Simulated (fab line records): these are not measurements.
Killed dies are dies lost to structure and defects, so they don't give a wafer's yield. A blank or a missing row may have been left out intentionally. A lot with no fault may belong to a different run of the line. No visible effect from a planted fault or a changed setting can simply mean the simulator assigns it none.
Struck lot and sound lot, side by side :: flow rit-cmos :: 17 out of 202 route steps
Sound: wafers L339.1, L339.4, L339.6. Struck: wafers L353.2, L353.4, L353.5. The cause comes at the end.
For every step that has rows: the tool of each side, followed by ch and its chambers, followed by its first start. Under that, the readings that differ: sound wafers :: struck wafers :: difference of the means :: sigmas: that difference in standard deviations of wafers without a fault.
alike: same words and numbers on both sides, and readings whose means sit less than 2 such deviations apart. not compared: any withheld reading, any reading some wafer has no value for, any bound like >300 that may hide the same value, and any number with overlapping values for which the record gives no deviation.
The two part at a step that has a row with sigmas, a row that says differs or no value, or rows on one side only. Non-overlapping numbers with no deviation appear without sigmas and do not part them. A reading missing from all wafers of one side parts the sides only when that side holds two or more wafers.

RIT_PWELL_TW_MEAS_10:
  sound: film-metro-04 at day 2 03:32; struck: film-metro-01 at day 5 04:16
  alike: PWELL_TW
then, 1 step without rows for these wafers: RIT_WELLDRIVE_ANNEAL_00 (time 14700 s).
RIT_WELLDRIVE_RS_MEAS_01: uses a four-point probe to measure.
  sound: film-metro-03 at day 2 08:41; struck: film-metro-03 at day 5 11:14
  alike: NWELL_RS
RIT_WELLDRIVE_RS_MEAS_02: uses a four-point probe to measure.
  sound: film-metro-03 at day 2 08:49; struck: film-metro-03 at day 5 11:22
  alike: PWELL_RS
then, 6 steps without rows for these wafers: RIT_NRETRO_HMDS_00 (prime time 60 s); RIT_NRETRO_COAT_01 (resist thk 1300 nm); RIT_NRETRO_SOFTBAKE_02 (time 60 s); RIT_NRETRO_EXPOSE_03 (exposes mask M4, target cd 43900 nm); RIT_NRETRO_PEB_04; RIT_NRETRO_DEVELOP_05 (develop time 68 s).
RIT_NRETRO_OVL_MEAS_06:
  sound: overlay-02 at day 2 09:57; struck: overlay-02 at day 5 12:28
reading: NRETRO_OVL (nm)
sound: 2.4 1.3 1.1
struck: -2.7 -1.2 -1.3
difference: -3.3
sigmas: -3
then, 1 step without rows for these wafers: RIT_NRETRO_HARDBAKE_07 (time 120 s).
RIT_NRETRO_IMPLANT_08:
  sound on implanter-04 ch 0, day 2 10:17; struck on implanter-02 ch 0, day 5 12:47
reading: dose-ions-cm2
sound: 9.976e+12 9.99e+12 9.99e+12
struck: 7.812e+12 7.815e+12 7.815e+12
difference: -2.171e+12
sigmas: -99 or more

reading: faraday-current-uA
sound: 31.8 31.0 29.8
struck: 24.3 24.7 24.5
difference: -6.4
sigmas: -9
  alike: beam-on-s
RIT_NRETRO_STRIP_09: strips in O2, time 180 s.
  sound on plasma-asher-03 ch 0, day 2 10:26; struck on plasma-asher-01 ch 0,1, day 5 12:54
reading: drypump-motor-current-A (A)
sound: 6.3 6.3 6.3
struck: 5.2 5.2 4.8
difference: -1.2
sigmas: -2
  not compared: rf-hours-counter-h
RIT_NRETRO_TW_MEAS_10:
  sound: film-metro-03 at day 2 10:37; struck: film-metro-02 at day 5 13:05
reading: NRETRO_TW
sound: 1034 1037 1036
struck: 977 976 978
difference: -59
sigmas: -6
then, 1 step without rows for these wafers: RIT_PRETRO_HMDS_00 (prime time 60 s).
RIT_M1_PROBE_99:
  sound: prober-02 at day 3 13:41; struck: prober-02 at day 6 21:01
reading: model.etest.well-edge-right.line-ohm-um
sound: 184.1 184 184
struck: 187.7 185.7 187.9
difference: +3.1
sigmas: 

reading: model.etest.pmos_0p15.off-log10-a-um
sound: -9.877 -9.882 -10.2
struck: -9.702 -9.625 -9.499
difference: +0.378
sigmas: 
  alike: killed-at-contacts, killed-at-front-end, killed-dies, killed-open, killed-short
  not compared: model.etest.pmos_0p3.r-on-ohm-um, model.etest.pmos_0p15.drive-ua-um, model.etest.pmos-turned.drive-ua-um, model.etest.pmos-narrow.drive-ua-um, model.etest.pmos_0p3.drive-ua-um, model.etest.well-edge-left.line-ohm-um

## WHERE THEY PART
At RIT_NRETRO_OVL_MEAS_06 first; at RIT_NRETRO_TW_MEAS_10 last (within this record only). Later steps at which nothing parts them and some readings are alike: RIT_M1_PROBE_99.

WHY: what the simulator had put in
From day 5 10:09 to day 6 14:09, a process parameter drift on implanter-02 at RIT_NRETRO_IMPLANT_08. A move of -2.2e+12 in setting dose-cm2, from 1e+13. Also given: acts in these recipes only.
